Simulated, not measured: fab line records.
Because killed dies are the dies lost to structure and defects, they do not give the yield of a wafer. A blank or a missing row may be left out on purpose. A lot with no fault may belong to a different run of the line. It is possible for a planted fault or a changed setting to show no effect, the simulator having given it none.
Which tool did it? + flow berkeley_cmos170 + 7 lots with 21 wafers sampled at 2 steps, on a route of 331 steps

## WHAT THE GAUGES READ, wafer by wafer
UCB170_NWELL_TW_MEAS_16.
| lot  | measured    | on            | NWELL_TW       |
|------|-------------|---------------|----------------|
| L133 | day 2 08:40 | film_metro-02 | 1260 1263 1255 |
| L139 | day 3 12:22 | film_metro-03 | 1250 1245 1251 |
| L143 | day 4 05:03 | film_metro-02 | 1257 1255 1248 |
| L146 | day 5 00:13 | film_metro-01 | 1251 1256 1255 |
| L151 | day 6 05:50 | film_metro-01 | 1398 1404 1405 |
| L154 | day 6 17:44 | film_metro-01 | 1255 1258 1262 |
| L156 | day 6 22:32 | film_metro-02 | 1266 1256 1258 |

## EACH LOT AND THE TOOL THAT RAN IT (in order: tool; ch and the chambers of the sampled wafers; start)
| lot  | UCB170_NWELL_IMPLANT_14        |
|------|--------------------------------|
| L133 | implanter-03 ch 0, day 2 08:25 |
| L139 | implanter-02 ch 0, day 3 12:07 |
| L143 | implanter-03 ch 0, day 4 04:48 |
| L146 | implanter-02 ch 0, day 4 23:59 |
| L151 | implanter-02 ch 0, day 6 05:37 |
| L154 | implanter-01 ch 0, day 6 17:30 |
| L156 | implanter-01 ch 0, day 6 22:17 |
- UCB170_NWELL_IMPLANT_14

## THE ANSWER, worked out from the rows above alone
Rule: the usual values come from the lots themselves. The widest of any qualifying gaps counts: lots, ordered by their means at a reading, are off when they make up no more than a third of the lots, leave a main group of 4 or more, and stand apart from it by 3 or more times the standard deviation of that group's means. A main group is skipped when, at the precision printed for the reading in the tables above, its means are all equal. Also off: a lot with no number at a reading for which 4 or more lots have one. Where the step has rows for the other lots, those lots are counted as sound.
Off: L151, seen at UCB170_NWELL_TW_MEAS_16 (NWELL_TW). Mean 1256 and standard deviation 4 in the main group.
A tool fits if, at a process step before that reading, it ran every lot that is off, and no sound lot after the first of them. The gauges at UCB170_NWELL_TW_MEAS_16 are tried like those tools. One fits: implanter-02 at UCB170_NWELL_IMPLANT_14. A fault onset in the window from L146 (day 4 23:59, its last sound lot) to L151 (day 6 05:37, its first lot off) fits.

## WHAT THE SIMULATOR HAD INSERTED
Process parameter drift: implanter-02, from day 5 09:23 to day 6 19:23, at UCB170_NWELL_IMPLANT_14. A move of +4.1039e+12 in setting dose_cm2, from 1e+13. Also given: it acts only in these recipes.
Shown lots that were struck: L151. The rule above reached the same finding.
